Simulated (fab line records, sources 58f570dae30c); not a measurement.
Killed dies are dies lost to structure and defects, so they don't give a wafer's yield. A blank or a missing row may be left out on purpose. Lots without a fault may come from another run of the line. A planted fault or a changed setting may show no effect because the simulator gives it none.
Split-lot experiment | flow berkeley_cmos170 | 5 lots, 23 wafers read, on a route of 331 steps

THE SPLIT
At UCB170_PWELL_OXIDATION_02 (target thk 26.4 nm, ox time 1260 s), the setting temp_c was moved away from the recipe's 1000 C on 15 of the 23 wafers read, by -1.1% to +1.9%. The other wafers ran this setting at the recipe's value.

The file shows no step between the split and the reading.

THE READING
PWELL_OXIDE_THK, in nm, at UCB170_PWELL_THK_MEAS_03. Fault-free wafers of this fab line usually give 26.3 nm, standard deviation 0.4 nm.

wafer  | tool, chamber at the split | temp_c as run, C | against the recipe | PWELL_OXIDE_THK, nm | against lot-mates on the recipe
L074.1 | -, -                       | 1009             | +0.9%              | 28.4                | no lot-mate on the recipe
L074.2 | -, -                       | 1009             | +0.9%              | 28.7                | no lot-mate on the recipe
L074.4 | -, -                       | 1009             | +0.9%              | 28.1                | no lot-mate on the recipe
L074.5 | -, -                       | 1009             | +0.9%              | 28.4                | no lot-mate on the recipe
L074.6 | -, -                       | 1009             | +0.9%              | 28.4                | no lot-mate on the recipe
L075.2 | -, -                       | 1019             | +1.9%              | 31.2                | no lot-mate on the recipe
L075.3 | -, -                       | 1019             | +1.9%              | 31.7                | no lot-mate on the recipe
L075.4 | -, -                       | 1019             | +1.9%              | 31.2                | no lot-mate on the recipe
L075.5 | -, -                       | 1019             | +1.9%              | 30.8                | no lot-mate on the recipe
L075.6 | -, -                       | 1019             | +1.9%              | 31.3                | no lot-mate on the recipe
L077.1 | -, -                       | 989.1            | -1.1%              | 23.2                | no lot-mate on the recipe
L077.2 | -, -                       | 989.1            | -1.1%              | 23.4                | no lot-mate on the recipe
L077.3 | -, -                       | 989.1            | -1.1%              | 23.9                | no lot-mate on the recipe
L077.4 | -, -                       | 989.1            | -1.1%              | 23.5                | no lot-mate on the recipe
L077.6 | -, -                       | 989.1            | -1.1%              | 24.4                | no lot-mate on the recipe
L078.1 | -, -                       | 1000             | recipe             | 26.7                | -
L078.2 | -, -                       | 1000             | recipe             | 26.8                | -
L078.3 | -, -                       | 1000             | recipe             | 26.6                | -
L078.4 | -, -                       | 1000             | recipe             | 26.4                | -
L078.6 | -, -                       | 1000             | recipe             | 26.8                | -
L079.2 | furnace-04, 0              | 1000             | recipe             | 25.8                | -
L079.4 | furnace-04, 0              | 1000             | recipe             | 25.8                | -
L079.5 | furnace-04, 0              | 1000             | recipe             | 25.5                | -

THE FIT
A straight line over all 23 wafers: PWELL_OXIDE_THK changes by +2.51 nm for each +1% of temp_c; r = +0.99; the points scatter about the line by 0.42 nm.
Too few moved wafers have a lot-mate on the recipe to fit a line with each lot's own level taken away.

THE WHOLE CHAIN: every reading that the file lists as answering this split, in the file's order
step                      | what it does                       | reading                                                                            | change (the file's fit)              | r (the file's)
UCB170_PWELL_OXIDATION_02 | target thk 26.4 nm, ox time 1260 s | SiO2_of_PWELL_OXIDATION_02.thk_nm (the simulator's own value, which no gauge read) | +2.52 nm for each +1% of the setting | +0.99
UCB170_PWELL_THK_MEAS_03  |                                    | PWELL_OXIDE_THK                                                                    | +2.52 for each +1% of the setting    | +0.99

THE FILE'S OWN FIT
PWELL_OXIDE_THK changes by +2.52 nm for each +1% of temp_c, r = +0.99.
